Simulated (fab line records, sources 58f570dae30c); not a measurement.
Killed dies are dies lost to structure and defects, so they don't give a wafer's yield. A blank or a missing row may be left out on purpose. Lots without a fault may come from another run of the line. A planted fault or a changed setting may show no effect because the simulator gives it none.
Which tool did it? | flow berkeley_cmos170 | 7 lots, 21 wafers sampled, at 3 steps of a route of 331

WHAT THE GAUGES READ, wafer by wafer
UCB170_NLDD_TW_MEAS_11.
lot  | measured     | on            | NLDD_TW
L292 | day 7 13:44  | film_metro-04 | 2259 2245 2255
L295 | day 7 14:02  | film_metro-03 | 2224 2219 2227
L300 | day 8 11:56  | film_metro-04 | 2395 2400 2403
L306 | day 9 12:18  | film_metro-03 | 2228 2221 2221
L307 | day 10 02:06 | film_metro-03 | 2225 2235 2236
L309 | day 10 15:30 | film_metro-04 | 2245 2249 2248
L312 | day 11 03:16 | film_metro-01 | 2218 2218 2219

WHICH TOOL RAN EACH LOT (tool, then ch and the chambers of the sampled wafers, then the start)
lot  | UCB170_ACTIVE_ETCH_15             | UCB170_NLDD_IMPLANT_08
L292 | rie_diel-02 ch 0,2,3, day 5 03:35 | implanter-02 ch 0, day 7 13:20
L295 | rie_diel-02 ch 0,2,3, day 5 11:56 | implanter-02 ch 0, day 7 13:40
L300 | rie_diel-01 ch 0,2,3, day 6 06:16 | implanter-01 ch 0, day 8 11:32
L306 | rie_diel-01 ch 0,2,3, day 7 15:23 | implanter-03 ch 0, day 9 11:52
L307 | rie_diel-01 ch 1,2, day 8 01:20   | implanter-02 ch 0, day 10 01:42
L309 | rie_diel-01 ch 0,1,2, day 8 18:16 | implanter-02 ch 0, day 10 15:06
L312 | rie_diel-01 ch 1,2,3, day 9 02:16 | implanter-02 ch 0, day 11 02:54
- UCB170_ACTIVE_ETCH_15: etches Si3N4 in CH3F/Ar/O2, stops on SiO2, target depth 242 nm, time 151 s.
- UCB170_NLDD_IMPLANT_08

THE ANSWER, worked out from the rows above alone
Rule: what is usual is taken from the lots themselves. Put in order of their means at a reading, lots are off if they are a third of the lots or fewer, leave a main group of 4 or more, and stand apart from it by a gap of 3 or more times the standard deviation of the main group's means; of several such gaps the widest counts. A main group whose means are all the same, to the digits that the tables above print for the reading, isn't used. A lot without any number at a reading at which 4 lots or more have one is off too. The other lots that the step has rows for count as sound.
Off: L300, at UCB170_NLDD_TW_MEAS_11 (NLDD_TW). The main group: mean 2233, standard deviation 13.
A tool fits if, at a process step before that reading, it ran every lot that is off, and no sound lot after the first of them. The gauges at UCB170_NLDD_TW_MEAS_11 are tried like those tools. One fits: implanter-01 at UCB170_NLDD_IMPLANT_08. It ran no sound lot before its first lot that is off in this sample, so the start can't be narrowed down.

WHAT THE SIMULATOR HAD PUT IN
Process parameter drift: implanter-01, from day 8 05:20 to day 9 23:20, at UCB170_NLDD_IMPLANT_08. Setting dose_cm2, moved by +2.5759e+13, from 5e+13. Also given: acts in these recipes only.
Lots struck among those shown: L300. The rule above found the same.
